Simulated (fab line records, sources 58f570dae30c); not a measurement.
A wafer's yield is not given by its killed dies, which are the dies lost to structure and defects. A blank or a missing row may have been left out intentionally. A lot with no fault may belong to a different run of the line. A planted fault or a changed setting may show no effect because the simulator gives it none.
One fault seen from 2 desks -- flow berkeley-cmos170 -- each desk has only its own numbers; what lay behind them comes last

== FROM THE METROLOGY DESK ==
Means of the sampled wafers that have a number, per lot and without regard to the tool the lot ran on: this is what the gauges read. If a lot's mean is further than 4 standard deviations from the usual mean, the lot is out of limits and carries the mark OUT (the distance appears in the brackets).
Columns: A = V2_BOW at UCB170_V2_BOW_MEAS_03, usual 37 um; B = V2_POLISHED_THK at UCB170_V2_THK_MEAS_04, usual 1000.5 nm; C = cd-nm at UCB170_V2_CD_MEAS_12, usual 699.9 nm; D = V2_OVL at UCB170_V2_OVL_MEAS_13, usual 2 nm; E = cd-nm at UCB170_V2_CD_MEAS_90, usual 699.8 nm
lot,first seen here,A,B,C,D,E
L655,day 9 07:41,40,1000.8,700.6,-1,700.4
L659,day 10 13:56,39,1000.9,699.0,3,699.4
L660,day 11 11:48,36,999.8,699.0,4,699.4
L661,day 11 12:06,34,1001.2,699.6,2,704.6
L665,day 12 07:35,39,1002.1,700.4,5,700.0
Finding of this desk: none of the 5 lots has anything out of limits.

== FOR THE TOOL OWNER'S DESK: rie-diel-01 ==
The tool's own readings at UCB170_V2_ETCH_14 (etches SiO2 in CHF3/CF4/Ar, stops on Al, target depth 1250 nm, time 291 s): means of the sampled wafers that have a number, for each lot that ran on this tool. If a lot's mean is further than 4 standard deviations from the usual mean, the lot is out of limits and carries the mark OUT (the distance appears in the brackets).
Columns: A = drypump-motor-current-A at UCB170_V2_ETCH_14, usual 5.6 A; B = oes-product-au at UCB170_V2_ETCH_14, usual 0.880 a.u.; C = rf-fwd-power-W at UCB170_V2_ETCH_14, usual 698.6 W; D = throttle-valve-pct at UCB170_V2_ETCH_14, usual 7.03 %
lot,first seen here,A,B,C,D
L659,day 10 16:00,6.2,0.874,701.4,7.09
L661,day 11 15:53,5.3,0.874,887.0 (+75) OUT,7.03
This desk's finding: out of limits on L661; first on L661, day 11 15:53 (rf-fwd-power-W at UCB170_V2_ETCH_14). L659 stayed within limits.

== BROUGHT TOGETHER ==
An alarm could have come from the tool owner's desk at day 11 15:53, on L661.
Metrology desk: nothing out of limits seen.
The metrology desk holds a record of L661, inside its limits.
Of the lots named, all ran UCB170_V2_ETCH_14 on rie-diel-01.

== WHAT WAS PUT IN BY THE SIMULATOR ==
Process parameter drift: rie-diel-01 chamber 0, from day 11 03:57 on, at UCB170_V2_ETCH_14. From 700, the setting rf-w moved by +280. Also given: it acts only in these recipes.
Struck lots among those shown: L661.
Hours from the fault's start to each desk's first reading out of limits: the tool owner's desk, 12.
